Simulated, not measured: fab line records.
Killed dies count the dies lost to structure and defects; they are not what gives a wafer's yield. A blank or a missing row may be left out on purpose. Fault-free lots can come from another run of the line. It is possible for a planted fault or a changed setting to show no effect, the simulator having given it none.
fab line records -- flow berkeley_cmos170
[record] lots = 5, wafers = 23
route steps=331 shown PSD@178 NSD@191 SDANNEAL@205 PLDD@208 CONTACT@217 M1@250 V1@256
start_h: hours from the record's opening day to when the first of the lot's shown wafers began -- wait_h: time in hours since the lot's previous step -- " unchanged from the row above -- L1.1+2: a row that stands for several wafers -- - no value present, or no start provided -- * or withheld: withheld -- < > ~ a bound
route shown NAME@n: a module of which the file shows steps, and the number in the route of the first -- usual: the fault-free wafers' mean and standard deviation -- same: alike in all rows -- chamber/n: place in a boat -- sites: readings site by site -- _std_site: standard deviation across them -- _edge_site: outer sites' mean less inner sites' -- radius_mm: how far each site lies from the wafer's centre -- mask NAME#n: copy n -- behind: the most recent tool/chamber to have shaped the wafer -- hold: reason for holding the lot/hours on hold/outcome of the hold -- device: transistor that didn't switch, given as n, p or np -- end of line: tests run on the same wafers once the route is complete -- where a step has no rows: the recipe by itself -- killed: dies lost to structure and defects at the first sort, not the wafer's yield -- map: a wafer's dies, marking killed ones x, the rest . and places with no die _
set.NAME: the setting that was run; set.NAME@STEP: the one run at that earlier step -- model.NAME: the simulator's own value behind a step, which no gauge read
lots run with intentionally changed settings; tables by step, rows by wafer
[[steps]]
[step UCB170_PSD_EXPOSE_03]
[recipe] mask_id = PSELECT_MOD, na = 0.5, sigma_outer = 0.6, source_shape = conventional, target_cd_nm = 1200, dose_mj = 30
lot.wafer,tool,chamber,start_h,wait_h,mask,set.dose_mj
L074.2+4+5,krf_scanner-01,0,197.48,0.1,PSELECT_MOD#0,30
L077.1+5+6,krf_scanner-01,0,197.85,0.1,PSELECT_MOD#0,30
L077.2+3,krf_scanner-01,0,197.85,0.1,PSELECT_MOD#0,31.77
L081.1+2+5,krf_scanner-01,0,212.24,0.2,PSELECT_MOD#0,28.34
L081.4+6,krf_scanner-01,0,212.24,0.2,PSELECT_MOD#0,30
L084.1+5+6,krf_scanner-02,0,212.48,0.5,PSELECT_MOD#0,30
L084.2+4,krf_scanner-02,0,212.48,0.5,PSELECT_MOD#0,28.49
L085.1+2+4+5+6,krf_scanner-02,0,246.80,0.2,PSELECT_MOD#0,30
[step UCB170_PSD_PEB_04]
[recipe] peb_temp_c = 130, peb_time_s = withheld, resist = KrF
[step UCB170_PSD_DEVELOP_05]
[recipe] developer = TMAH, develop_time_s = 45, resist = KrF, dev_temp_c = 21
[step UCB170_PSD_CD_MEAS_06]
[recipe] target_cd_nm = 1200
[usual] cd_nm = 1200.3/1.5
lot.wafer,tool,chamber,start_h,wait_h,set.dose_mj@PSD_EXPOSE_03,cd_nm
L074.2,cd_sem-01,-,198.09,-,30,1200.3
L074.4,cd_sem-01,-,198.09,-,30,1201.1
L074.5,cd_sem-01,-,198.09,-,30,1199.9
L077.1,cd_sem-01,-,198.43,-,30,1200.5
L077.2,cd_sem-01,-,198.43,-,31.77,1210.4
L077.3,cd_sem-01,-,198.43,-,31.77,1210.4
L077.5,cd_sem-01,-,198.43,-,30,1201.0
L077.6,cd_sem-01,-,198.43,-,30,1201.3
L081.1,cd_sem-02,-,213.11,-,28.34,1189.4
L081.2,cd_sem-02,-,213.11,-,28.34,1190.1
L081.4,cd_sem-02,-,213.11,-,30,1198.6
L081.5,cd_sem-02,-,213.11,-,28.34,1187.8
L081.6,cd_sem-02,-,213.11,-,30,1198.1
L084.1,cd_sem-01,-,213.39,-,30,1199.8
L084.2,cd_sem-01,-,213.39,-,28.49,1190.3
L084.4,cd_sem-01,-,213.39,-,28.49,1189.0
L084.5,cd_sem-01,-,213.39,-,30,1200.5
L084.6,cd_sem-01,-,213.39,-,30,1200.2
L085.1,cd_sem-02,-,247.76,-,30,1201.1
L085.2,cd_sem-02,-,247.76,-,30,1200.8
L085.4,cd_sem-02,-,247.76,-,30,1201.1
L085.5,cd_sem-02,-,247.76,-,30,1201.9
L085.6,cd_sem-02,-,247.76,-,30,1202.2
[step UCB170_NSD_PEB_04]
[recipe] peb_temp_c = 130, peb_time_s = withheld, resist = KrF
lot.wafer,tool,chamber,start_h,wait_h,set.peb_temp_c
L074.2+4+5,litho_track-04,0,200.60,0.8,130
L077.1+2+5,litho_track-04,0,201.12,0.4,127.9
L077.3+6,litho_track-04,0,201.12,0.4,130
L084.1+4+5,litho_track-02,0,215.88,0.6,130
L084.2+6,litho_track-02,0,215.88,0.6,132.6
L081.1+2+4+5+6,litho_track-03,0,216.38,0.6,130
L085.1+4+6,litho_track-03,0,252.60,0.5,130
L085.2+5,litho_track-03,0,252.60,0.5,128.6
[step UCB170_NSD_DEVELOP_05]
[recipe] developer = TMAH, develop_time_s = 45, resist = KrF, dev_temp_c = 21
[step UCB170_NSD_CD_MEAS_06]
[recipe] target_cd_nm = 1200
[usual] cd_nm = 1199.7/1.6
lot.wafer,tool,chamber,start_h,wait_h,set.peb_temp_c@NSD_PEB_04,cd_nm
L074.2,cd_sem-02,-,200.87,-,130,1201.9
L074.4,cd_sem-02,-,200.87,-,130,1201.5
L074.5,cd_sem-02,-,200.87,-,130,1202.2
L077.1,cd_sem-01,-,201.40,-,127.9,1183.2
L077.2,cd_sem-01,-,201.40,-,127.9,1184.3
L077.3,cd_sem-01,-,201.40,-,130,1200.0
L077.5,cd_sem-01,-,201.40,-,127.9,1183.3
L077.6,cd_sem-01,-,201.40,-,130,1199.6
L084.1,cd_sem-02,-,216.15,-,130,1201.4
L084.2,cd_sem-02,-,216.15,-,132.6,1215.0
L084.4,cd_sem-02,-,216.15,-,130,1200.9
L084.5,cd_sem-02,-,216.15,-,130,1201.3
L084.6,cd_sem-02,-,216.15,-,132.6,1217.0
L081.1,cd_sem-02,-,216.66,-,130,1199.3
L081.2,cd_sem-02,-,216.66,-,130,1198.4
L081.4,cd_sem-02,-,216.66,-,130,1200.1
L081.5,cd_sem-02,-,216.66,-,130,1198.3
L081.6,cd_sem-02,-,216.66,-,130,1198.2
L085.1,cd_sem-02,-,252.94,-,130,1196.8
L085.2,cd_sem-02,-,252.94,-,128.6,1190.2
L085.4,cd_sem-02,-,252.94,-,130,1198.4
L085.5,cd_sem-02,-,252.94,-,128.6,1188.6
L085.6,cd_sem-02,-,252.94,-,130,1199.1
[step UCB170_NSD_IMPLANT_08]
[recipe] species = P, dose_cm2 = 3e+15, energy_kev = 40, tilt_deg = 7
lot.wafer,tool,chamber,start_h,wait_h,set.energy_kev,model.implant.rp_nm,model.implant.drp_nm
L074.2+4+5,implanter-03,0,201.03,0.0,40,48.04,21.16
L077.1+3+5,implanter-02,0,201.55,0.0,40.81,48.98,21.52
L077.2+6,implanter-02,0,201.55,0.0,40,48.02,21.16
L084.1+2+5,implanter-02,0,216.31,0.0,41.94,50.05,22.02
L084.4+6,implanter-02,0,216.31,0.0,40,47.76,21.16
L081.1+6,implanter-03,0,216.81,0.0,38.31,46.09,20.39
L081.2+4+5,implanter-03,0,216.81,0.0,40,48.08,21.16
L085.1+2+5,implanter-03,0,253.09,0.0,37.95,46.24,20.23
L085.4+6,implanter-03,0,253.09,0.0,40,48.69,21.16
[step UCB170_NSD_STRIP_09]
[recipe] chemistry = O2, power_w = 400, pressure_mtorr = 3500, platen_temp_c = withheld, o2_flow_sccm = 400, overash_fraction = 0.5
[usual] strip_time_to_endpoint_s = 35.81/0.075
lot.wafer,tool,chamber,start_h,wait_h,set.energy_kev@NSD_IMPLANT_08,strip_time_to_endpoint_s
L074.2,plasma_asher-01,0,201.15,0.1,40,35.69
L074.4,plasma_asher-01,1,201.15,0.1,40,35.66
L074.5,plasma_asher-01,0,201.15,0.1,40,35.72
L077.1,plasma_asher-03,0,201.70,0.1,40.81,36.19
L077.2,plasma_asher-03,1,201.70,0.1,40,35.90
L077.3,plasma_asher-03,1,201.70,0.1,40.81,36.19
L077.5,plasma_asher-03,0,201.70,0.1,40.81,36.18
L077.6,plasma_asher-03,1,201.70,0.1,40,35.93
L084.1,plasma_asher-04,0,216.46,0.1,41.94,36.42
L084.2,plasma_asher-04,1,216.46,0.1,41.94,36.36
L084.4,plasma_asher-04,1,216.46,0.1,40,35.68
L084.5,plasma_asher-04,0,216.46,0.1,41.94,36.44
L084.6,plasma_asher-04,1,216.46,0.1,40,35.72
L081.1,plasma_asher-03,0,216.96,0.1,38.31,35.26
L081.2,plasma_asher-03,1,216.96,0.1,40,35.88
L081.4,plasma_asher-03,0,216.96,0.1,40,35.85
L081.5,plasma_asher-03,0,216.96,0.1,40,35.95
L081.6,plasma_asher-03,1,216.96,0.1,38.31,35.35
L085.1,plasma_asher-04,0,253.24,0.1,37.95,34.98
L085.2,plasma_asher-04,1,253.24,0.1,37.95,34.97
L085.4,plasma_asher-04,1,253.24,0.1,40,35.79
L085.5,plasma_asher-04,0,253.24,0.1,37.95,35.04
L085.6,plasma_asher-04,1,253.24,0.1,40,35.72
[step UCB170_NSD_TW_MEAS_10]
[usual] NSD_TW = 4229/20
lot.wafer,tool,chamber,start_h,wait_h,set.energy_kev@NSD_IMPLANT_08,NSD_TW
L074.2,film_metro-02,-,201.26,0.1,40,4219
L074.4,film_metro-02,-,201.26,0.1,40,4203
L074.5,film_metro-02,-,201.26,0.1,40,4247
L077.1,film_metro-04,-,201.80,0.1,40.81,4211
L077.2,film_metro-04,-,201.80,0.1,40,4199
L077.3,film_metro-04,-,201.80,0.1,40.81,4219
L077.5,film_metro-04,-,201.80,0.1,40.81,4240
L077.6,film_metro-04,-,201.80,0.1,40,4229
L084.1,film_metro-04,-,216.56,0.1,41.94,4256
L084.2,film_metro-04,-,216.56,0.1,41.94,4267
L084.4,film_metro-04,-,216.56,0.1,40,4214
L084.5,film_metro-04,-,216.56,0.1,41.94,4268
L084.6,film_metro-04,-,216.56,0.1,40,4208
L081.1,film_metro-01,-,217.06,0.1,38.31,4180
L081.2,film_metro-01,-,217.06,0.1,40,4224
L081.4,film_metro-01,-,217.06,0.1,40,4219
L081.5,film_metro-01,-,217.06,0.1,40,4200
L081.6,film_metro-01,-,217.06,0.1,38.31,4149
L085.1,film_metro-01,-,253.34,0.1,37.95,4137
L085.2,film_metro-01,-,253.34,0.1,37.95,4149
L085.4,film_metro-01,-,253.34,0.1,40,4214
L085.5,film_metro-01,-,253.34,0.1,37.95,4159
L085.6,film_metro-01,-,253.34,0.1,40,4219
[step UCB170_SDANNEAL_RTA_01]
[recipe] temp_c = 1050, time_s = 5, ambient = N2
lot.wafer,tool,chamber,start_h,wait_h,set.time_s
L074.2+4+5,rtp_anneal-01,0,202.59,0.1,5
L077.1+6,rtp_anneal-01,0,203.36,0.1,5.267
L077.2+3+5,rtp_anneal-01,0,203.36,0.1,5
L084.1+2+6,rtp_anneal-01,0,217.93,0.1,5
L084.4+5,rtp_anneal-01,0,217.93,0.1,5.646
L081.1+4,rtp_anneal-01,0,218.13,0.1,5
L081.2+5+6,rtp_anneal-01,0,218.13,0.1,5.459
L085.1+2,rtp_anneal-01,0,255.11,0.1,5.354
L085.4+5+6,rtp_anneal-01,0,255.11,0.1,5
[step UCB170_SDANNEAL_RS_MEAS_02]
[recipe] thk_meas_gauge = four-point-probe
[usual] PSD_RS = 75.56/0.29
lot.wafer,tool,chamber,start_h,wait_h,set.time_s@SDANNEAL_RTA_01,PSD_RS[ohm/sq]
L074.2,film_metro-02,-,202.66,0.1,5,75.79
L074.4,film_metro-02,-,202.66,0.1,5,75.77
L074.5,film_metro-02,-,202.66,0.1,5,75.37
L077.1,film_metro-04,-,203.55,0.2,5.267,74.39
L077.2,film_metro-04,-,203.55,0.2,5,75.51
L077.3,film_metro-04,-,203.55,0.2,5,75.46
L077.5,film_metro-04,-,203.55,0.2,5,75.24
L077.6,film_metro-04,-,203.55,0.2,5.267,74.32
L084.1,film_metro-02,-,217.99,0.0,5,75.61
L084.2,film_metro-02,-,217.99,0.0,5,75.66
L084.4,film_metro-02,-,217.99,0.0,5.646,74.17
L084.5,film_metro-02,-,217.99,0.0,5.646,73.37
L084.6,film_metro-02,-,217.99,0.0,5,75.30
L081.1,film_metro-04,-,218.34,0.2,5,74.80
L081.2,film_metro-04,-,218.34,0.2,5.459,73.73
L081.4,film_metro-04,-,218.34,0.2,5,75.31
L081.5,film_metro-04,-,218.34,0.2,5.459,73.65
L081.6,film_metro-04,-,218.34,0.2,5.459,73.79
L085.1,film_metro-01,-,255.17,0.0,5.354,74.70
L085.2,film_metro-01,-,255.17,0.0,5.354,74.39
L085.4,film_metro-01,-,255.17,0.0,5,75.84
L085.5,film_metro-01,-,255.17,0.0,5,75.59
L085.6,film_metro-01,-,255.17,0.0,5,75.76
[step UCB170_SDANNEAL_RS_MEAS_03]
[recipe] thk_meas_gauge = four-point-probe
[usual] NSD_RS = 37.25/0.11
lot.wafer,tool,chamber,start_h,wait_h,set.energy_kev@NSD_IMPLANT_08,set.time_s@SDANNEAL_RTA_01,NSD_RS[ohm/sq]
L074.2,film_metro-02,-,202.78,0.1,40,5,37.48
L074.4,film_metro-02,-,202.78,0.1,40,5,37.44
L074.5,film_metro-02,-,202.78,0.1,40,5,37.39
L077.1,film_metro-04,-,203.67,0.1,40.81,5.267,36.72
L077.2,film_metro-04,-,203.67,0.1,40,5,37.24
L077.3,film_metro-04,-,203.67,0.1,40.81,5,37.00
L077.5,film_metro-04,-,203.67,0.1,40.81,5,36.99
L077.6,film_metro-04,-,203.67,0.1,40,5.267,36.99
L084.1,film_metro-02,-,218.11,0.1,41.94,5,36.89
L084.2,film_metro-02,-,218.11,0.1,41.94,5,36.84
L084.4,film_metro-02,-,218.11,0.1,40,5.646,37.12
L084.5,film_metro-02,-,218.11,0.1,41.94,5.646,36.57
L084.6,film_metro-02,-,218.11,0.1,40,5,37.43
L081.1,film_metro-04,-,218.46,0.1,38.31,5,37.67
L081.2,film_metro-04,-,218.46,0.1,40,5.459,36.96
L081.4,film_metro-04,-,218.46,0.1,40,5,37.09
L081.5,film_metro-04,-,218.46,0.1,40,5.459,36.81
L081.6,film_metro-04,-,218.46,0.1,38.31,5.459,37.40
L085.1,film_metro-01,-,255.29,0.1,37.95,5.354,37.70
L085.2,film_metro-01,-,255.29,0.1,37.95,5.354,37.61
L085.4,film_metro-01,-,255.29,0.1,40,5,37.19
L085.5,film_metro-01,-,255.29,0.1,37.95,5,37.85
L085.6,film_metro-01,-,255.29,0.1,40,5,37.25
[step UCB170_SDANNEAL_RS_MEAS_04]
[recipe] thk_meas_gauge = four-point-probe
[usual] PLDD_RS = 1031.7/2.7
lot.wafer,tool,chamber,start_h,wait_h,set.temp_c@SPACER_ANNEAL_02,PLDD_RS[ohm/sq]
L074.2,film_metro-02,-,202.90,0.1,900,1031.6
L074.4,film_metro-02,-,202.90,0.1,900,1031.7
L074.5,film_metro-02,-,202.90,0.1,900,1032.9
L077.1,film_metro-04,-,203.79,0.1,882.8,1091.3
L077.2,film_metro-04,-,203.79,0.1,882.8,1087.4
L077.3,film_metro-04,-,203.79,0.1,882.8,1087.7
L077.5,film_metro-04,-,203.79,0.1,882.8,1095.9
L077.6,film_metro-04,-,203.79,0.1,882.8,1085.4
L084.1,film_metro-02,-,218.23,0.1,885.9,1091.6
L084.2,film_metro-02,-,218.23,0.1,885.9,1086.5
L084.4,film_metro-02,-,218.23,0.1,885.9,1082.5
L084.5,film_metro-02,-,218.23,0.1,885.9,1084.0
L084.6,film_metro-02,-,218.23,0.1,885.9,1086.9
L081.1,film_metro-04,-,218.58,0.1,914.8,976.7
L081.2,film_metro-04,-,218.58,0.1,914.8,976.5
L081.4,film_metro-04,-,218.58,0.1,914.8,973.9
L081.5,film_metro-04,-,218.58,0.1,914.8,988.9
L081.6,film_metro-04,-,218.58,0.1,914.8,984.8
L085.1,film_metro-01,-,255.41,0.1,900,1032.1
L085.2,film_metro-01,-,255.41,0.1,900,1044.0
L085.4,film_metro-01,-,255.41,0.1,900,1050.3
L085.5,film_metro-01,-,255.41,0.1,900,1033.2
L085.6,film_metro-01,-,255.41,0.1,900,1029.8
[step UCB170_CONTACT_CVD_01]
[recipe] material = PSG, target_thk_nm = 700, temp_c = 450, precursor = SiH4/O2/PH3, time_s = 2820, pressure_mtorr = 300, sih4_flow_sccm = 60, o2_flow_sccm = 90, ph3_flow_sccm = 25
lot.wafer,tool,chamber,start_h,wait_h,set.o2_flow_sccm,model.PSG_of_CONTACT_CVD_01.thk_nm
L074.2,lpcvd-01,1,204.88,1.2,90,701.5
L074.4,lpcvd-01,1,204.88,1.2,90,697
L074.5,lpcvd-01,1,204.88,1.2,90,697.5
L077.1,-,-,-,0.3,90,702.8
L077.2,-,-,-,0.3,90,699.4
L077.3,-,-,-,0.3,90,696.4
L077.5+6,-,-,-,0.3,90,699.6
L084.1,-,-,-,0.0,90,701.3
L084.2,-,-,-,0.0,90,695.6
L084.4,-,-,-,0.0,90,698.7
L084.5,-,-,-,0.0,90,703.9
L084.6,-,-,-,0.0,90,701.2
L081.1,-,-,-,1.4,95.81,731
L081.2,-,-,-,1.4,95.81,724.7
L081.4+6,-,-,-,1.4,95.81,727
L081.5,-,-,-,1.4,95.81,724.3
L085.1,-,-,-,0.0,80.98,663.1
L085.2,-,-,-,0.0,80.98,657.1
L085.4,-,-,-,0.0,80.98,662.2
L085.5,-,-,-,0.0,80.98,660.4
L085.6,-,-,-,0.0,80.98,659.5
[step UCB170_CONTACT_THK_MEAS_02]
[recipe] reads = PSG_of_CONTACT_CVD_01
[usual] CONTACT_PSG_THK = 697/8.2
lot.wafer,tool,chamber,start_h,wait_h,set.o2_flow_sccm@CONTACT_CVD_01,CONTACT_PSG_THK[nm]
L077.1,film_metro-04,-,-,-,90,703
L077.2,film_metro-04,-,-,-,90,699
L077.3,film_metro-04,-,-,-,90,696
L077.5,film_metro-04,-,-,-,90,700
L077.6,film_metro-04,-,-,-,90,700
L074.2,film_metro-03,-,206.67,0.0,90,702
L074.4,film_metro-03,-,206.67,0.0,90,697
L074.5,film_metro-03,-,206.67,0.0,90,697
L084.1,film_metro-04,-,-,-,90,701
L084.2,film_metro-04,-,-,-,90,695
L084.4,film_metro-04,-,-,-,90,699
L084.5,film_metro-04,-,-,-,90,704
L084.6,film_metro-04,-,-,-,90,701
L081.1,film_metro-03,-,-,-,95.81,731
L081.2,film_metro-03,-,-,-,95.81,724
L081.4,film_metro-03,-,-,-,95.81,728
L081.5,film_metro-03,-,-,-,95.81,724
L081.6,film_metro-03,-,-,-,95.81,727
L085.1,film_metro-02,-,-,-,80.98,663
L085.2,film_metro-02,-,-,-,80.98,657
L085.4,film_metro-02,-,-,-,80.98,662
L085.5,film_metro-02,-,-,-,80.98,660
L085.6,film_metro-02,-,-,-,80.98,660
[step UCB170_CONTACT_ETCH_18]
[recipe] chemistry = CHF3/CF4/Ar, target = PSG, stop_on = TiSi2, CHF3_flow_sccm = 45, cf4_flow_sccm = 15, Ar_flow_sccm = 150, pressure_mtorr = 200, rf_w = 700, target_depth_a = 8400, over_etch_frac = 0.2, time_s = 195
lot.wafer,tool,chamber,start_h,wait_h,set.rf_w,set.o2_flow_sccm@CONTACT_CVD_01,model.CONTACT.feature_depth_nm,model.etch.depth_nm
L074.2,rie_diel-01,1,-,-,700,90,701.5,701.5
L074.4,rie_diel-01,1,-,-,700,90,697,697
L074.5,rie_diel-01,3,-,-,700,90,697.5,697.5
L077.1,rie_diel-04,2,-,-,700,90,702.8,-
L077.2,rie_diel-04,1,-,-,700,90,699.4,699.4
L077.3,rie_diel-04,0,-,-,700,90,696.4,-
L077.5,rie_diel-04,1,-,-,726.8,90,699.6,-
L077.6,rie_diel-04,2,-,-,726.8,90,699.6,699.6
L084.1,rie_diel-03,1,-,-,700,90,701.3,-
L084.2,rie_diel-03,0,-,-,766.4,90,695.6,695.6
L084.4,rie_diel-03,3,-,-,700,90,698.7,-
L084.5,rie_diel-03,0,-,-,766.4,90,703.9,703.9
L084.6,rie_diel-03,3,-,-,700,90,701.2,701.2
L081.1,rie_diel-01,2,-,-,632.5,95.81,731,731
L081.2,rie_diel-01,3,-,-,632.5,95.81,724.7,724.7
L081.4,rie_diel-01,0,-,-,700,95.81,727,727
L081.5,rie_diel-01,2,-,-,700,95.81,724.3,-
L081.6,rie_diel-01,3,-,-,700,95.81,727,-
L085.1,rie_diel-03,1,-,-,700,80.98,663.1,663.1
L085.2,rie_diel-03,3,-,-,700,80.98,657.1,657.1
L085.4,rie_diel-03,2,-,-,700,80.98,662.2,-
L085.5,rie_diel-03,3,-,-,700,80.98,660.4,-
L085.6,rie_diel-03,2,-,-,700,80.98,659.5,659.5
[step UCB170_M1_METAL_ETCH_12]
[recipe] chemistry = Cl2/BCl3, target = Al, stop_on = PSG, pressure_mtorr = 12, target_depth_a = 7800, over_etch_frac = 0.3, time_s = 130, icp_w = 600, bias_w = 120, Cl2_flow_sccm = 90, bcl3_flow_sccm = 45
lot.wafer,tool,chamber,start_h,wait_h,set.icp_w,model.KrF_of_M1_COAT_04.thk_nm
L074.2,rie_metal-02,0,210.88,-,600,434.1
L074.4,rie_metal-02,0,210.88,-,600,434.9
L074.5,rie_metal-02,1,210.88,-,600,437.7
L077.1,rie_metal-03,1,211.40,-,600,439.5
L077.2,rie_metal-03,0,211.40,-,529.1,466.7
L077.3,rie_metal-03,1,211.40,-,600,433.9
L077.5,rie_metal-03,0,211.40,-,529.1,470
L077.6,rie_metal-03,1,211.40,-,529.1,488.1
L084.1,rie_metal-04,1,225.64,-,580.1,456.5
L084.2,rie_metal-04,0,225.64,-,600,446.4
L084.4,rie_metal-04,0,225.64,-,600,450
L084.5,rie_metal-04,1,225.64,-,580.1,457
L084.6,rie_metal-04,0,225.64,-,600,448.6
L081.1,rie_metal-03,1,227.35,-,600,433
L081.2,rie_metal-03,0,227.35,-,600,413.1
L081.4,rie_metal-03,1,227.35,-,600,432.2
L081.5,rie_metal-03,1,227.35,-,600,433.2
L081.6,rie_metal-03,0,227.35,-,600,412.7
L085.1,rie_metal-04,0,261.93,-,564.1,467.8
L085.2,rie_metal-04,1,261.93,-,600,442.5
L085.4,rie_metal-04,0,261.93,-,600,442.2
L085.5,rie_metal-04,0,261.93,-,564.1,469.9
L085.6,rie_metal-04,1,261.93,-,564.1,466.6
[step UCB170_V1_CMP_02]
[recipe] material = SiO2, down_force_psi = 6, platen_rpm = 60, pad_velocity_m_s = 0.75398
lot.wafer,tool,chamber,start_h,wait_h,set.leave_above_ref_nm,model.SiO2_of_V1_CVD_00.thk_nm
L074.4,cmp-02,3,212.85,0.0,1000,996.9
L074.2,cmp-02,1,212.85,0.0,1000,1000
L074.5,cmp-02,0,212.85,0.0,1000,998.6
L077.1,cmp-02,2,214.26,0.1,1000,1001
L077.2,cmp-02,3,214.26,0.1,1035,1033
L077.3+6,cmp-02,"0,2",214.26,0.1,1035,1035
L077.5,cmp-02,3,214.26,0.1,1000,998.4
L084.2,cmp-02,0,227.54,0.0,1000,997.9
L084.1+5+6,cmp-02,"2,0,1",227.54,0.0,1071,1070
L084.4,cmp-02,3,227.54,0.0,1000,997.3
L081.2+4,cmp-01,"0,1",230.26,0.1,1043,1043
L081.1,cmp-01,2,230.26,0.1,1000,999.7
L081.6,cmp-01,3,230.26,0.1,1000,1001
L081.5,cmp-01,0,230.26,0.1,1000,1000
L085.4,cmp-02,1,263.84,0.0,1048,1046
L085.2,cmp-02,2,263.84,0.0,1048,1048
L085.1,cmp-02,0,263.84,0.0,1000,999.1
L085.6,cmp-02,1,263.84,0.0,1048,1049
L085.5,cmp-02,2,263.84,0.0,1000,999.6
[step UCB170_V1_THK_MEAS_04]
[recipe] reads = SiO2_of_V1_CVD_00
[usual] V1_POLISHED_THK = 998.9/1.2
lot.wafer,tool,chamber,start_h,wait_h,set.leave_above_ref_nm@V1_CMP_02,V1_POLISHED_THK[nm]
L074.2,film_metro-02,-,213.28,0.1,1000,1000.6
L074.4,film_metro-02,-,213.28,0.1,1000,997.0
L074.5,film_metro-02,-,213.28,0.1,1000,998.3
L077.1,film_metro-02,-,214.68,0.1,1000,1000.9
L077.2,film_metro-02,-,214.68,0.1,1035,1032.3
L077.3,film_metro-02,-,214.68,0.1,1035,1035.3
L077.5,film_metro-02,-,214.68,0.1,1000,998.0
L077.6,film_metro-02,-,214.68,0.1,1035,1036.3
L084.1,film_metro-01,-,227.96,0.1,1071,1071.4
L084.2,film_metro-01,-,227.96,0.1,1000,997.3
L084.4,film_metro-01,-,227.96,0.1,1000,997.9
L084.5,film_metro-01,-,227.96,0.1,1071,1069.7
L084.6,film_metro-01,-,227.96,0.1,1071,1069.1
L081.1,film_metro-03,-,230.63,0.1,1000,999.3
L081.2,film_metro-03,-,230.63,0.1,1043,1043.6
L081.4,film_metro-03,-,230.63,0.1,1043,1042.7
L081.5,film_metro-03,-,230.63,0.1,1000,999.9
L081.6,film_metro-03,-,230.63,0.1,1000,999.9
L085.1,film_metro-01,-,264.26,0.1,1000,999.2
L085.2,film_metro-01,-,264.26,0.1,1048,1047.9
L085.4,film_metro-01,-,264.26,0.1,1048,1047.1
L085.5,film_metro-01,-,264.26,0.1,1000,999.5
L085.6,film_metro-01,-,264.26,0.1,1048,1049.0
[step UCB170_V1_CLEAN_05]
[recipe] chemistry = DIW
[step UCB170_V1_HMDS_06]
[recipe] prime_time_s = 60, prime_temp_c = 100
[step UCB170_V1_ETCH_14]
[recipe] chemistry = CHF3/CF4/Ar, target = SiO2, stop_on = Al, CHF3_flow_sccm = 45, cf4_flow_sccm = 15, Ar_flow_sccm = 150, pressure_mtorr = 200, rf_w = 700, target_depth_a = 12500, over_etch_frac = 0.25, time_s = 291
lot.wafer,tool,chamber,start_h,wait_h,set.leave_above_ref_nm@V1_CMP_02,model.etch.depth_nm,model.V1.feature_depth_nm
L074.2,rie_diel-04,1,216.03,0.0,1000,1000,1000
L074.4,rie_diel-04,0,216.03,0.0,1000,996.9,996.9
L074.5,rie_diel-04,1,216.03,0.0,1000,998.6,998.9
L077.1,rie_diel-02,3,217.58,0.0,1000,-,1001
L077.2,rie_diel-02,2,217.58,0.0,1035,1033,1033
L077.3,rie_diel-02,1,217.58,0.0,1035,-,1035
L077.5,rie_diel-02,3,217.58,0.0,1000,-,998.4
L077.6,rie_diel-02,0,217.58,0.0,1035,1035,1036
L084.1,rie_diel-04,2,229.32,0.0,1071,-,1070
L084.2,rie_diel-04,1,229.32,0.0,1000,997.9,998.3
L084.4,rie_diel-04,0,229.32,0.0,1000,-,997.3
L084.5+6,rie_diel-04,"1,2",229.32,0.0,1071,1070,1070
L081.1,rie_diel-04,1,232.11,0.0,1000,999.7,1000
L081.2+4,rie_diel-04,"3,2",232.11,0.0,1043,1043,1043
L081.5+6,rie_diel-04,"1,0",232.11,0.0,1000,-,1001
L085.1,rie_diel-01,1,266.37,0.0,1000,999.1,999.1
L085.2,rie_diel-01,3,266.37,0.0,1048,1048,1048
L085.4,rie_diel-01,0,266.37,0.0,1048,-,1046
L085.5,rie_diel-01,2,266.37,0.0,1000,-,1000
L085.6,rie_diel-01,1,266.37,0.0,1048,1049,1049
[[key]]
[split] step = UCB170_PSD_EXPOSE_03, setting = dose_mj, stated = 30, by = wafer
[response] step = UCB170_PSD_CD_MEAS_06, reading = cd_nm, change = +1.76, per = 1%, r = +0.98
[split] step = UCB170_NSD_PEB_04, setting = peb_temp_c, stated = 130, by = wafer
[response] step = UCB170_NSD_CD_MEAS_06, reading = cd_nm, change = +8.39, per = 1%, r = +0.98
[split] step = UCB170_NSD_IMPLANT_08, setting = energy_kev, stated = 40, by = wafer
[response] step = UCB170_NSD_IMPLANT_08, reading = model.implant.rp_nm, change = +0.474, per = 1%, r = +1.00
[response] step = UCB170_NSD_IMPLANT_08, reading = model.implant.drp_nm, change = +0.18, per = 1%, r = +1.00
[response] step = UCB170_NSD_STRIP_09, reading = strip_time_to_endpoint_s, change = *, per = 1%, r = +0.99
[response] step = UCB170_NSD_TW_MEAS_10, reading = NSD_TW, change = +11.6, per = 1%, r = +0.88
[response] step = UCB170_SDANNEAL_RS_MEAS_03, reading = NSD_RS, change = -0.11, per = 1%, r = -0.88
[split] step = UCB170_SDANNEAL_RTA_01, setting = time_s, stated = 5, by = wafer
[response] step = UCB170_SDANNEAL_RS_MEAS_02, reading = PSD_RS, change = -0.148, per = 1%, r = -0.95
[response] step = UCB170_SDANNEAL_RS_MEAS_03, reading = NSD_RS, slope = -0.0268, per = 1%, together_with = energy_kev@NSD_IMPLANT_08, explained = 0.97
[split] step = UCB170_CONTACT_CVD_01, setting = o2_flow_sccm, stated = 90, by = lot
[response] step = UCB170_CONTACT_CVD_01, reading = model.PSG_of_CONTACT_CVD_01.thk_nm, change = +4.01, per = 1%, r = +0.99
[response] step = UCB170_CONTACT_THK_MEAS_02, reading = CONTACT_PSG_THK, change = +4, per = 1%, r = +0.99
[response] step = UCB170_CONTACT_ETCH_18, reading = model.CONTACT.feature_depth_nm, change = +4.01, per = 1%, r = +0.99
[response] step = UCB170_CONTACT_ETCH_18, reading = model.etch.depth_nm, change = +4.08, per = 1%, r = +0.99
[split] step = UCB170_CONTACT_ETCH_18, setting = rf_w, stated = 700, by = wafer
response none clear
[split] step = UCB170_M1_METAL_ETCH_12, setting = icp_w, stated = 600, by = wafer
[response] step = UCB170_M1_METAL_ETCH_12, reading = model.KrF_of_M1_COAT_04.thk_nm, change = -3.4, per = 1%, r = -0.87
[split] step = UCB170_V1_CMP_02, setting = leave_above_ref_nm, stated = 1000, by = wafer
[response] step = UCB170_V1_CMP_02, reading = model.SiO2_of_V1_CVD_00.thk_nm, change = +10.1, per = 1%, r = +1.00
[response] step = UCB170_V1_THK_MEAS_04, reading = V1_POLISHED_THK, change = +10.2, per = 1%, r = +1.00
[response] step = UCB170_V1_ETCH_14, reading = model.etch.depth_nm, change = +10.2, per = 1%, r = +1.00
[response] step = UCB170_V1_ETCH_14, reading = model.V1.feature_depth_nm, change = +10.1, per = 1%, r = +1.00
split outside_this_file step=UCB170_SPACER_ANNEAL_02 setting=temp_c
// split outside_this_file: this setting was split too, and the file shows its column; the key of that split is in another file
